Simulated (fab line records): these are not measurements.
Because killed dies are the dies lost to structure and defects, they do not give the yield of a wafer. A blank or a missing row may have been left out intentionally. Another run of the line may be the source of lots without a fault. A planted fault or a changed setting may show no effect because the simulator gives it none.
A sampling plan put to the test | flow berkeleyCmos170 | one fab line, 40 faults that these records tell of, each judged on the records of the lots that it struck; 1 more is left out, because the records don't allow judging it
The plan consists of the line's own looks: route steps at which the wafer is read by a gauge or an inspection but not changed. Where struck wafers have a number at a look and the file lists that look's usual mean and standard deviation on fault-free wafers, the look can be judged. Caught: a look later than the fault's first step finds the struck wafers' mean 4 or more of those standard deviations (sigma) from the usual mean. On the tool: the same test on the tool's own readings at the fault's steps. A different recipe on the struck wafers counts as caught too, as does a record blank only for those wafers.

THE FAULTS, as the simulator had put them in
1. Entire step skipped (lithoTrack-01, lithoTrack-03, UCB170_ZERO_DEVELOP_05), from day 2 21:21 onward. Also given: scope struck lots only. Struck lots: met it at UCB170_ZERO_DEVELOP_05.
2. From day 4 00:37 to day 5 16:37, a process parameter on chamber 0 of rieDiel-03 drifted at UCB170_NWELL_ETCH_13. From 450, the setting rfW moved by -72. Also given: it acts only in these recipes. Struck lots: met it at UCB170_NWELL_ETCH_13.
3. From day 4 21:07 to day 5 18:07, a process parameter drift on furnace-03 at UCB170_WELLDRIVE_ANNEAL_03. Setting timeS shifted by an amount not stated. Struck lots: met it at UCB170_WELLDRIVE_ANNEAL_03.
4. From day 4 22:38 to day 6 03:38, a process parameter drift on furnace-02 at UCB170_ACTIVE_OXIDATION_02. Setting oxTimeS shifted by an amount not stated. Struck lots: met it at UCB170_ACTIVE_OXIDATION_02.
5. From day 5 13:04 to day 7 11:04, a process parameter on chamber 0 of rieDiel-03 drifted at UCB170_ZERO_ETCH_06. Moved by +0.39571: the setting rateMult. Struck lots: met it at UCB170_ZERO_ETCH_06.
6. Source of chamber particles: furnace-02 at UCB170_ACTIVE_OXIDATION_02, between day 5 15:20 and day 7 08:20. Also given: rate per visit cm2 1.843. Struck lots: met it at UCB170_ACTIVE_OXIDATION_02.
7. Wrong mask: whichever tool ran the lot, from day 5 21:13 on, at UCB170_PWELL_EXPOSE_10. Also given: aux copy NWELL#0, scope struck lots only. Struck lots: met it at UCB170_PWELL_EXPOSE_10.
8. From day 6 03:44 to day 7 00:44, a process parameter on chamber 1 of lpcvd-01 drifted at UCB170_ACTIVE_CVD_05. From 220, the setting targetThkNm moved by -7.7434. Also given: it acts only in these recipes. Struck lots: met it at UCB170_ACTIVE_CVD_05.
9. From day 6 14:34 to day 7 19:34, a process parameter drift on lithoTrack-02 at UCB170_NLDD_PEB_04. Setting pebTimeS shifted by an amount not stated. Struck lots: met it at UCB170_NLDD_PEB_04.
10. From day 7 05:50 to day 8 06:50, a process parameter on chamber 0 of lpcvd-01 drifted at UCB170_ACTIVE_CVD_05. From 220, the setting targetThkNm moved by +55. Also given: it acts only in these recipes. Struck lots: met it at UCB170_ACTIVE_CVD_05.
11. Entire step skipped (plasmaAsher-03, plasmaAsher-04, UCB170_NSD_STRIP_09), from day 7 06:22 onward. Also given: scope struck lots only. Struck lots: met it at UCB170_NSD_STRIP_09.
12. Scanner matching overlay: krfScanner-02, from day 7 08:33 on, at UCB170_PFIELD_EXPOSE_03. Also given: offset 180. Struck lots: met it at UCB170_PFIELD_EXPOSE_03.
13. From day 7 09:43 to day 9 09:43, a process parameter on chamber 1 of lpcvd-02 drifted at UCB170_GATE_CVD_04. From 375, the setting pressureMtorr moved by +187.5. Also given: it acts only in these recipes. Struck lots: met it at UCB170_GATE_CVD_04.
14. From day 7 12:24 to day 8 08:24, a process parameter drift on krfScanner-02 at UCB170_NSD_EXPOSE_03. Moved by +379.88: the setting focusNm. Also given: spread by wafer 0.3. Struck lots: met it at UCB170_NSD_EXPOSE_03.
15. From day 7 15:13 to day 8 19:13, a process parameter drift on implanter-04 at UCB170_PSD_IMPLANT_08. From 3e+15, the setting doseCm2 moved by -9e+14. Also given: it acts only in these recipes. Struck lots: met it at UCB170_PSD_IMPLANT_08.
16. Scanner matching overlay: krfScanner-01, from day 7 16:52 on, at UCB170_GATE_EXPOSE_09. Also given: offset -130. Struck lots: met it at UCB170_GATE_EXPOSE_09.
17. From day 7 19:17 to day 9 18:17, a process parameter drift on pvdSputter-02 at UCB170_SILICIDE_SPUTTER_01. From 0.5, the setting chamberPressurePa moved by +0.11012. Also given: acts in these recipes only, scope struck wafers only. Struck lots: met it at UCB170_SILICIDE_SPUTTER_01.
18. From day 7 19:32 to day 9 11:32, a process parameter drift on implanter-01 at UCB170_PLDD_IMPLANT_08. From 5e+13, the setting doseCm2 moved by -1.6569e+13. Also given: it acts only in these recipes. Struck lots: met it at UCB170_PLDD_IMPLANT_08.
19. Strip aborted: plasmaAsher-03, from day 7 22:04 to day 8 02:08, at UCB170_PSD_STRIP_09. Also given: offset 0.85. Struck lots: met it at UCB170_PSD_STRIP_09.
20. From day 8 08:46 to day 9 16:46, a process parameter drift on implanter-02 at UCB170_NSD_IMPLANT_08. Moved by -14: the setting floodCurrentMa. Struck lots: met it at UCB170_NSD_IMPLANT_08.
21. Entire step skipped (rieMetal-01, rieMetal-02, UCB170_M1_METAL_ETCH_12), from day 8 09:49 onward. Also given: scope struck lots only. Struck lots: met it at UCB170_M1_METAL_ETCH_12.
22. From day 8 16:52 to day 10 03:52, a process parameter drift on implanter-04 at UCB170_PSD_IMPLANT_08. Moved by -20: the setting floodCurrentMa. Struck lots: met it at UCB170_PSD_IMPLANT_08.
23. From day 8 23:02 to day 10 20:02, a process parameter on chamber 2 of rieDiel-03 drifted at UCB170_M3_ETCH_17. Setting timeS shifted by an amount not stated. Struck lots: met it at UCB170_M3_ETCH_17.
24. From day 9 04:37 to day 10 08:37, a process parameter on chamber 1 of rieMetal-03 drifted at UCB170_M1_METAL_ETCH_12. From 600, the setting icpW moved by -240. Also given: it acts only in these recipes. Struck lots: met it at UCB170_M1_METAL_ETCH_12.
25. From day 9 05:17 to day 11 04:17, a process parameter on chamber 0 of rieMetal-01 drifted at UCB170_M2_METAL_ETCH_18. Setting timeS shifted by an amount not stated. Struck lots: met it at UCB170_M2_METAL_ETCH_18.
26. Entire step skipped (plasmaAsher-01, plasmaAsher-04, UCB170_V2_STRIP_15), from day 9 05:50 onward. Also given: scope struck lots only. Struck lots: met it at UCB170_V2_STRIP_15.
27. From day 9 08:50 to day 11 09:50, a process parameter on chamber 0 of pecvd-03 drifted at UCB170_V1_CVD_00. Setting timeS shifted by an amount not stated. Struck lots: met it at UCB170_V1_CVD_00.
28. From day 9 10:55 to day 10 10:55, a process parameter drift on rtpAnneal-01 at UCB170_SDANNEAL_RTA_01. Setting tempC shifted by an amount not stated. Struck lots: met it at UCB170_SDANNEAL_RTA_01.
29. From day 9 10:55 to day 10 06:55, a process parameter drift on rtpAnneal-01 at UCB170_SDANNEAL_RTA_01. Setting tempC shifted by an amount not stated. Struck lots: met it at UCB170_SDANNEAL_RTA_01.
30. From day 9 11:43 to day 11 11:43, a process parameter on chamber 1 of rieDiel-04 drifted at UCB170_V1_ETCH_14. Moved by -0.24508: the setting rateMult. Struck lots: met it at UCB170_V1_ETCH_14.
31. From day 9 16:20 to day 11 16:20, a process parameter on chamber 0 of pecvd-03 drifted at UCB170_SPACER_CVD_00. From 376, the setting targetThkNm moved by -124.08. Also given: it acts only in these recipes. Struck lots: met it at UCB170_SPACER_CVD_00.
32. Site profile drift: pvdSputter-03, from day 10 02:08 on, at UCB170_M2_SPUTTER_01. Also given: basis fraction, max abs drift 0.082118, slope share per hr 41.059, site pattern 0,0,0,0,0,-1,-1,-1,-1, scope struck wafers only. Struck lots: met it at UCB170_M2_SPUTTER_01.
33. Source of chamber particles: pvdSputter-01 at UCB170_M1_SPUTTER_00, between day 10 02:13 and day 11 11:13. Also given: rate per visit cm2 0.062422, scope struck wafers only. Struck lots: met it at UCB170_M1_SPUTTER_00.
34. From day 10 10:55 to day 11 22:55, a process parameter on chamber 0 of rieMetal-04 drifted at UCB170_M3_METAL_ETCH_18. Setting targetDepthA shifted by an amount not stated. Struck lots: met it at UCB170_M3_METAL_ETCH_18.
35. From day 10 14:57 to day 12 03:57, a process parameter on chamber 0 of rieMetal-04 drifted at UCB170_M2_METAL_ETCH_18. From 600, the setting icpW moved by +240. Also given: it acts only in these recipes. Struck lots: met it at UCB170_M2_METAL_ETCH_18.
36. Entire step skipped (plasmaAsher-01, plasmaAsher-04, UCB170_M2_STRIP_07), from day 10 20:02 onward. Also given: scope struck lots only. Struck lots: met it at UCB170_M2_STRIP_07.
37. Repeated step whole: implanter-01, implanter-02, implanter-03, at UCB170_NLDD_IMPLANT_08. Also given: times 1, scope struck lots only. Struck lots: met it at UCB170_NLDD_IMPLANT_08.
38. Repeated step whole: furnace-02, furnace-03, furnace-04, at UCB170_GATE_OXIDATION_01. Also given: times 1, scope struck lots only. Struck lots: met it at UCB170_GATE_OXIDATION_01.
39. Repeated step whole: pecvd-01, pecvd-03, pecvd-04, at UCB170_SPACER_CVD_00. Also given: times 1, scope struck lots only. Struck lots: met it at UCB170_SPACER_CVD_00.
40. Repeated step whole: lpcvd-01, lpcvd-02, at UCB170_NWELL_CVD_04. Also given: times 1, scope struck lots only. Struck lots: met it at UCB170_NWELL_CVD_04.

WHAT THE PLAN SAW
fault | on the tool itself                               | first look that catches it                      | reading, sigma                  | median hours from its first step to that look | hours from the fault's start to the first struck lot there | judged looks passed uncaught
1     | the tool's record is blank for the struck wafers | no look after it can be judged                  | -                               | -                                             | -                                                          | 0
2     | rfFwdPowerW -45 sigma                            | no look after it can be judged                  | -                               | -                                             | -                                                          | 0
3     | under 2 sigma                                    | none of the 6 looks that can be judged after it | -                               | -                                             | -                                                          | 6
4     | under 2 sigma                                    | UCB170_ACTIVE_THK_MEAS_03                       | ACTIVE_OXIDE_THK +6.5           | 1.3                                           | 5                                                          | 0
5     | under 2 sigma                                    | no look after it can be judged                  | -                               | -                                             | -                                                          | 0
6     | under 2 sigma                                    | no look after it can be judged                  | -                               | -                                             | -                                                          | 0
7     | no reading that can be judged                    | UCB170_PWELL_TW_MEAS_17                         | PWELL_TW -99 or beyond          | 1.5                                           | 2                                                          | 0
8     | under 2 sigma                                    | UCB170_ACTIVE_THK_MEAS_06                       | ACTIVE_NITRIDE_THK -4.2         | 1.9                                           | 8                                                          | 0
9     | no reading that can be judged                    | UCB170_NLDD_CD_MEAS_06                          | cdNm +7.6                       | 0.4                                           | 5                                                          | 0
10    | under 2 sigma                                    | UCB170_ACTIVE_THK_MEAS_06                       | ACTIVE_NITRIDE_THK +30          | 1.9                                           | 7                                                          | 0
11    | the tool's record is blank for the struck wafers | no look after it can be judged                  | -                               | -                                             | -                                                          | 0
12    | no reading that can be judged                    | UCB170_PFIELD_OVL_MEAS_06                       | PFIELD_OVL +33                  | 0.5                                           | 0                                                          | 0
13    | pressureMtorr +99 or beyond sigma                | UCB170_GATE_THK_MEAS_05                         | GATE_POLY_THK +24               | 1.4                                           | 43                                                         | 0
14    | under 2 sigma                                    | UCB170_NSD_CD_MEAS_06                           | cdNm +5.4                       | 0.4                                           | 7                                                          | 0
15    | doseIonsCm2 -99 or beyond sigma                  | UCB170_PSD_TW_MEAS_10                           | PSD_TW -11                      | 0.2                                           | 11                                                         | 0
16    | no reading that can be judged                    | UCB170_GATE_OVL_MEAS_13                         | GATE_OVL -23                    | 0.5                                           | 10                                                         | 0
17    | chamberPressurePa +99 or beyond sigma            | UCB170_SILICIDE_RS_MEAS_02                      | SILICIDE_TI_RS +5.6             | 0.0                                           | 11                                                         | 0
18    | doseIonsCm2 -99 or beyond sigma                  | UCB170_PLDD_TW_MEAS_11                          | PLDD_TW -7.5                    | 0.4                                           | 10                                                         | 0
19    | oesProductAu -38 sigma                           | UCB170_NSD_TW_MEAS_10                           | NSD_TW -99 or beyond            | 2.2                                           | 6                                                          | 0
20    | under 2 sigma                                    | none of the 8 looks that can be judged after it | -                               | -                                             | -                                                          | 8
21    | the tool's record is blank for the struck wafers | no look after it can be judged                  | -                               | -                                             | -                                                          | 0
22    | no reading that can be judged                    | none of the 9 looks that can be judged after it | -                               | -                                             | -                                                          | 9
23    | under 2 sigma                                    | no look after it can be judged                  | -                               | -                                             | -                                                          | 0
24    | rfFwdPowerW -99 or beyond sigma                  | UCB170_M1_CD_MEAS_90                            | cdNm +5.1                       | 0.3                                           | 22                                                         | 0
25    | runLengthS +15 sigma                             | no look after it can be judged                  | -                               | -                                             | -                                                          | 0
26    | no reading that can be judged                    | not the one look that can be judged after it    | -                               | -                                             | -                                                          | 1
27    | runLengthS +99 or beyond sigma                   | UCB170_V1_THK_MEAS_01                           | V1_TEOS_THK +18                 | 0.2                                           | 5                                                          | 0
28    | only faintly: lampPowerPct -2.2 sigma            | UCB170_SDANNEAL_RS_MEAS_02                      | PSD_RS +27                      | 0.1                                           | 8                                                          | 0
29    | only faintly: lampPowerPct -2.2 sigma            | UCB170_SDANNEAL_RS_MEAS_02                      | PSD_RS +27                      | 0.1                                           | 8                                                          | 0
30    | only faintly: oesProductAu -3.3 sigma            | no look after it can be judged                  | -                               | -                                             | -                                                          | 0
31    | under 2 sigma                                    | UCB170_SPACER_THK_MEAS_01                       | SPACER_TEOS_THK -25             | 0.1                                           | 6                                                          | 0
32    | under 2 sigma                                    | UCB170_M2_RS_MEAS_02                            | M2_AL_RS +4.4                   | 0.1                                           | 8                                                          | 0
33    | under 2 sigma                                    | none of the 2 looks that can be judged after it | -                               | -                                             | -                                                          | 2
34    | under 2 sigma                                    | no look after it can be judged                  | -                               | -                                             | -                                                          | 0
35    | rfFwdPowerW +99 or beyond sigma                  | UCB170_M2_CD_MEAS_90                            | cdNm -5.6                       | 0.3                                           | 1                                                          | 0
36    | no reading that can be judged                    | no look after it can be judged                  | -                               | -                                             | -                                                          | 0
37    | under 2 sigma                                    | UCB170_NLDD_TW_MEAS_11                          | NLDD_TW +11                     | 0.7                                           | -                                                          | 0
38    | under 2 sigma                                    | UCB170_GATE_THK_MEAS_02                         | GATE_OXIDE_THK +33              | 5.7                                           | -                                                          | 0
39    | under 2 sigma                                    | UCB170_SPACER_THK_MEAS_01                       | SPACER_TEOS_THK +75             | 0.3                                           | -                                                          | 0
40    | under 2 sigma                                    | UCB170_NWELL_THK_MEAS_05                        | NWELL_NITRIDE_THK +99 or beyond | 5.0                                           | -                                                          | 0
A dash: the fault isn't caught, or these records don't give the number.

Caught at a look: 24 of 40. Caught on the tool: 13 of 40. By one or the other: 29 of 40.
Faults 1, 2, 11, 21, 25 were caught on the tool alone.
Caught at a look alone: faults 4, 7, 8, 9, 10, 12, 14, 16, 28, 29, 31, 32, 37, 38, 39, 40.
Caught by neither: faults 3, 5, 6, 20, 22, 23, 26, 30, 33, 34, 36.

THINNER SAMPLING
If the look that catches a fault measured only every second or every third lot, by lot number, the first struck lot would be measured this late in the worst case:
fault | struck lots at that look, in order of time | every lot | every second lot | every third lot
4     | L779, L780                                 | 5 h       | 5 h              | may miss all 2
7     | L630                                       | 2 h       | may miss it      | may miss it
8     | L566                                       | 8 h       | may miss it      | may miss it
9     | L489, L490                                 | 5 h       | 5 h              | may miss all 2
10    | L358                                       | 7 h       | may miss it      | may miss it
12    | L295, L293, L294, L296                     | 0 h       | 1 h              | 1 h
13    | L215                                       | 43 h      | may miss it      | may miss it
14    | L687, L688                                 | 7 h       | 7 h              | may miss all 2
15    | L952, L954                                 | 11 h      | may miss all 2   | may miss all 2
16    | L345, L347, L349, L350                     | 10 h      | 37 h             | 37 h
17    | L881, L883                                 | 11 h      | may miss all 2   | may miss all 2
18    | L595, L600                                 | 10 h      | 36 h             | may miss all 2
19    | L878                                       | 6 h       | may miss it      | may miss it
24    | L542                                       | 22 h      | may miss it      | may miss it
27    | L774, L776                                 | 5 h       | may miss all 2   | may miss all 2
28    | L803, L802                                 | 8 h       | 9 h              | may miss all 2
29    | L441, L440                                 | 8 h       | 9 h              | may miss all 2
31    | L313                                       | 6 h       | may miss it      | may miss it
32    | L314, L316, L317                           | 8 h       | 23 h             | may miss all 3
35    | L300, L301                                 | 1 h       | 12 h             | may miss all 2
Hours: fault start to first struck lot measured. The test against the limit of 4 sigma pooled every struck wafer, which means one lot taken alone may stay below that limit. Other struck lots may not be in these records.

THE LONGEST TIMED WAY FROM STEP TO LOOK
Fault 38: a median of 5.7 hours passes between UCB170_GATE_OXIDATION_01 and UCB170_GATE_THK_MEAS_02. No look between them can be judged.
